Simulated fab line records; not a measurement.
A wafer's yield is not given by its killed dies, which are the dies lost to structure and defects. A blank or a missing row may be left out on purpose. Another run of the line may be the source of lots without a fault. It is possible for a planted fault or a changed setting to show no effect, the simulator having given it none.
Split-lot trial || flow berkeley-cmos170 || route with 331 steps; 5 lots, 27 wafers read

## THE SPLIT
At UCB170_SPACER_CVD_00 (deposits SiO2 from TEOS/O2, target thk 376 nm, time 47 s), the setting time-s was moved away from the recipe's 47 s on 6 of the 27 wafers read, by -44.5% to +33.1%. This setting was run at the recipe's value on the other wafers.

## FROM THE SPLIT TO THE READING: what the file shows between them, 2 steps
- UCB170_SPACER_THK_MEAS_01
- UCB170_SPACER_ANNEAL_02: time 1800 s

## THE READING
oes-product-au, in a.u., at UCB170_SPACER_ETCHBACK_03 (etches SiO2 in CHF3/CF4/Ar, stops on Si, target depth 376 nm, time 100 s). Typical for fault-free wafers on this fab line: 0.895 a.u., with standard deviation 0.018 a.u.

{"wafer": "L074.1", "tool, chamber at the split": "pecvd-04, 0", "time-s as run, s": 47, "against the recipe": "recipe", "oes-product-au, a.u.": 0.894, "against lot-mates on the recipe": "-"}
{"wafer": "L074.2", "tool, chamber at the split": "pecvd-04, 2", "time-s as run, s": 47, "against the recipe": "recipe", "oes-product-au, a.u.": 0.901, "against lot-mates on the recipe": "-"}
{"wafer": "L074.3", "tool, chamber at the split": "pecvd-04, 1", "time-s as run, s": 47, "against the recipe": "recipe", "oes-product-au, a.u.": 0.889, "against lot-mates on the recipe": "-"}
{"wafer": "L074.4", "tool, chamber at the split": "pecvd-04, 2", "time-s as run, s": 47, "against the recipe": "recipe", "oes-product-au, a.u.": 0.903, "against lot-mates on the recipe": "-"}
{"wafer": "L074.5", "tool, chamber at the split": "pecvd-04, 0", "time-s as run, s": 47, "against the recipe": "recipe", "oes-product-au, a.u.": 0.920, "against lot-mates on the recipe": "-"}
{"wafer": "L074.6", "tool, chamber at the split": "pecvd-04, 1", "time-s as run, s": 47, "against the recipe": "recipe", "oes-product-au, a.u.": 0.900, "against lot-mates on the recipe": "-"}
{"wafer": "L078.1", "tool, chamber at the split": "pecvd-01, 2", "time-s as run, s": 47, "against the recipe": "recipe", "oes-product-au, a.u.": 0.888, "against lot-mates on the recipe": "-"}
{"wafer": "L078.4", "tool, chamber at the split": "pecvd-01, 1", "time-s as run, s": 47, "against the recipe": "recipe", "oes-product-au, a.u.": 0.913, "against lot-mates on the recipe": "-"}
{"wafer": "L078.6", "tool, chamber at the split": "pecvd-01, 0", "time-s as run, s": 47, "against the recipe": "recipe", "oes-product-au, a.u.": 0.923, "against lot-mates on the recipe": "-"}
{"wafer": "L081.1", "tool, chamber at the split": "pecvd-01, 0", "time-s as run, s": 26.08, "against the recipe": "-44.5%", "oes-product-au, a.u.": 0.605, "against lot-mates on the recipe": -0.296}
{"wafer": "L081.2", "tool, chamber at the split": "pecvd-01, 1", "time-s as run, s": 26.08, "against the recipe": "-44.5%", "oes-product-au, a.u.": 0.636, "against lot-mates on the recipe": -0.265}
{"wafer": "L081.3", "tool, chamber at the split": "pecvd-01, 2", "time-s as run, s": 47, "against the recipe": "recipe", "oes-product-au, a.u.": 0.874, "against lot-mates on the recipe": "-"}
{"wafer": "L081.4", "tool, chamber at the split": "pecvd-01, 2", "time-s as run, s": 47, "against the recipe": "recipe", "oes-product-au, a.u.": 0.889, "against lot-mates on the recipe": "-"}
{"wafer": "L081.5", "tool, chamber at the split": "pecvd-01, 1", "time-s as run, s": 26.08, "against the recipe": "-44.5%", "oes-product-au, a.u.": 0.604, "against lot-mates on the recipe": -0.297}
{"wafer": "L081.6", "tool, chamber at the split": "pecvd-01, 0", "time-s as run, s": 47, "against the recipe": "recipe", "oes-product-au, a.u.": 0.941, "against lot-mates on the recipe": "-"}
{"wafer": "L083.1", "tool, chamber at the split": "pecvd-02, 1", "time-s as run, s": 47, "against the recipe": "recipe", "oes-product-au, a.u.": 0.864, "against lot-mates on the recipe": "-"}
{"wafer": "L083.2", "tool, chamber at the split": "pecvd-02, 0", "time-s as run, s": 47, "against the recipe": "recipe", "oes-product-au, a.u.": 0.906, "against lot-mates on the recipe": "-"}
{"wafer": "L083.3", "tool, chamber at the split": "pecvd-02, 2", "time-s as run, s": 62.55, "against the recipe": "+33.1%", "oes-product-au, a.u.": 0.981, "against lot-mates on the recipe": "+0.100"}
{"wafer": "L083.4", "tool, chamber at the split": "pecvd-02, 0", "time-s as run, s": 62.55, "against the recipe": "+33.1%", "oes-product-au, a.u.": 1.002, "against lot-mates on the recipe": "+0.121"}
{"wafer": "L083.5", "tool, chamber at the split": "pecvd-02, 1", "time-s as run, s": 47, "against the recipe": "recipe", "oes-product-au, a.u.": 0.873, "against lot-mates on the recipe": "-"}
{"wafer": "L083.6", "tool, chamber at the split": "pecvd-02, 2", "time-s as run, s": 62.55, "against the recipe": "+33.1%", "oes-product-au, a.u.": 0.986, "against lot-mates on the recipe": "+0.105"}
{"wafer": "L085.1", "tool, chamber at the split": "pecvd-01, 1", "time-s as run, s": 47, "against the recipe": "recipe", "oes-product-au, a.u.": 0.879, "against lot-mates on the recipe": "-"}
{"wafer": "L085.2", "tool, chamber at the split": "pecvd-01, 0", "time-s as run, s": 47, "against the recipe": "recipe", "oes-product-au, a.u.": 0.924, "against lot-mates on the recipe": "-"}
{"wafer": "L085.3", "tool, chamber at the split": "pecvd-01, 2", "time-s as run, s": 47, "against the recipe": "recipe", "oes-product-au, a.u.": 0.857, "against lot-mates on the recipe": "-"}
{"wafer": "L085.4", "tool, chamber at the split": "pecvd-01, 2", "time-s as run, s": 47, "against the recipe": "recipe", "oes-product-au, a.u.": 0.880, "against lot-mates on the recipe": "-"}
{"wafer": "L085.5", "tool, chamber at the split": "pecvd-01, 1", "time-s as run, s": 47, "against the recipe": "recipe", "oes-product-au, a.u.": 0.879, "against lot-mates on the recipe": "-"}
{"wafer": "L085.6", "tool, chamber at the split": "pecvd-01, 0", "time-s as run, s": 47, "against the recipe": "recipe", "oes-product-au, a.u.": 0.928, "against lot-mates on the recipe": "-"}

FIT RESULTS
A straight line over all 27 wafers: oes-product-au changes by +0.00502 a.u. for each +1% of time-s; r = +0.94; the points scatter about the line by 0.035 a.u.
The same after taking each lot's own level away (the mean of its wafers on the recipe; 27 wafers): +0.00526 a.u. for each +1%; r = +0.95; scatter 0.032 a.u.
The reading moves by 0.23 a.u. for the largest change in time-s, on that fit.
Measured against the standard deviation above, the lots' own levels, which go from 0.8810 to 0.9080 a.u., span 1.5 times it.
The two slopes agree, so the slope changes little with the lot-to-lot level.
Check: -0.232 a.u. against its lot-mates is what the line predicts for one of the wafers moved furthest among these (-44.5%) when that wafer is left out of the fit. It came out at -0.296 a.u. against them.

## OTHER SPLITS APPLIED TO THESE WAFERS
Before the reading, these wafers also passed through other splits. Each is held against what the fit with the lots' levels taken away leaves over:
{"other split on the same wafers": "UCB170_ACTIVE_ETCH_15 target-depth-a", "wafers away from the commonest value": 9, "r with oes-product-au (lot level and that fit taken away)": -0.05}

## THE WHOLE CHAIN: every reading that the file lists as answering this split, in the file's order
{"step": "UCB170_SPACER_CVD_00", "what it does": "deposits SiO2 from TEOS/O2, target thk 376 nm, time 47 s", "reading": "SiO2_of_SPACER_CVD_00.thk-nm (the simulator's own value, which no gauge read)", "change (the file's fit)": "+3.75 nm for each +1% of the setting", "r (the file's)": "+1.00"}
{"step": "UCB170_SPACER_THK_MEAS_01", "what it does": "", "reading": "SPACER_TEOS_THK", "change (the file's fit)": "+3.75 for each +1% of the setting", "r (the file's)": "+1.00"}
{"step": "UCB170_SPACER_ETCHBACK_03", "what it does": "etches SiO2 in CHF3/CF4/Ar, stops on Si, target depth 376 nm, time 100 s", "reading": "oes-product-au", "change (the file's fit)": "+0.00531 a.u. for each +1% of the setting", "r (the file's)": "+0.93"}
{"step": "UCB170_SPACER_ETCHBACK_03", "what it does": "etches SiO2 in CHF3/CF4/Ar, stops on Si, target depth 376 nm, time 100 s", "reading": "etch.depth-nm (the simulator's own value, which no gauge read)", "change (the file's fit)": "+2.97 nm for each +1% of the setting", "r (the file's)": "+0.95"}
{"step": "UCB170_M3_PROBE_99", "what it does": "", "reading": "etest.pldd.rs-ohm-sq (the simulator's own value, which no gauge read)", "change (the file's fit)": "not straight: 13.86 at the lowest setting, 1089 at the recipe, 1121 at the highest", "r (the file's)": "not given"}

## FILE'S OWN FIT
oes-product-au changes by +0.00531 a.u. for each +1% of time-s, r = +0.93.
